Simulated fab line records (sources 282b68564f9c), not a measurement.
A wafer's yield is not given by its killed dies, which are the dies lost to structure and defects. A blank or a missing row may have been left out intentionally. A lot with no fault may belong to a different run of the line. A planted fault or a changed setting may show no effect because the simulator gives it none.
Problem report in the 8D (eight disciplines) form, filled by code | flow rit-cmos | the parts of the form that need people (team, actions taken, sign-off) are left out

== 1. THE ISSUE ==
ACTIVE_OXIDE_THK at RIT_ACTIVE_THK_MEAS_02 reads a mean of 38.2 nm on 3 wafers of 1 lot; wafers without a fault read 46.3 nm with a standard deviation of 0.83. That puts it -9.8 standard deviations away from the usual mean.
Seen first at day 4 15:55 on film-metro-02, wafer L961.1. The record has a number at this step for 39 wafers belonging to 13 lots. By rule, "out" or "out of limits" means more than 4 standard deviations away from the usual mean. The other wafers with a number count as sound.

== 2. WHAT THIS IS AND IS NOT ==
question                    | is                     | is not
which readings at this step | ACTIVE_OXIDE_THK       | -
which lots                  | L961                   | L947, L948, L949, L950, L951, L952, L953, L954, L959, L966, L967, L968
which wafers of those lots  | all that have a number | -
read on which gauges        | film-metro-02          | film-metro-01, film-metro-04
when                        | from day 4 15:55       | up to then (27 sound wafers); but 9 sound wafers of L966, L967, L968 came after

== 3. THE SUSPECTS, EACH WITH WHAT RULES IT OUT ==
Counting: a tool at a process step up to the reading stays a suspect if it ran every lot that is out and no sound lot after the first of them.
- the gauge at RIT_ACTIVE_THK_MEAS_02: kept. All the wafers that are out were read on film-metro-02, and no step on other tools shows them out.
- furnace-03 at RIT_ACTIVE_OXIDATION_01 (target thk 46.8 nm, ox time 3360 s): kept. It ran the lot that is out, L961 (day 4 13:59), and no sound lot after that; its last sound lot up to then is L952 (day 2 17:56).
After counting, furnace-03 at RIT_ACTIVE_OXIDATION_01 and film-metro-02 at RIT_ACTIVE_THK_MEAS_02 remain.

== 4. THE CAUSE (what the simulator had put in) ==
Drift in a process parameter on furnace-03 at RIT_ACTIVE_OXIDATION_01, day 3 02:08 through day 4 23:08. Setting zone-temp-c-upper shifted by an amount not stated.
Counting leaves 2 suspects; this tool is one of them.

== 5. THE CHAIN OF EFFECTS, in route order ==
One row per reading whose mean, taken over the struck wafers that have a number, lies over 3 standard deviations from the usual. Only readings for which the record gives a usual standard deviation are gone through. hours: the time from each lot's start at the first step in this table that gives one to its start at this step, as a median over the lots. sigmas: the change in usual standard deviations.
hours | step                   | reading          | usual   | on struck wafers | change | sigmas
0     | RIT_ACTIVE_THK_MEAS_02 | ACTIVE_OXIDE_THK | 46.3 nm | 38.2             | -8.1   | -9.8

== 6. WHAT WOULD HAVE CAUGHT IT SOONER ==
38 hours passed between the start of the fault at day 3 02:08 and the first reading out of limits at a measuring or inspecting step in this record, taken at day 4 15:55.
All the lots that are out (1) had begun RIT_ACTIVE_OXIDATION_01 on furnace-03 by day 4 15:55. None of them would have been spared by holding the tool at that moment.
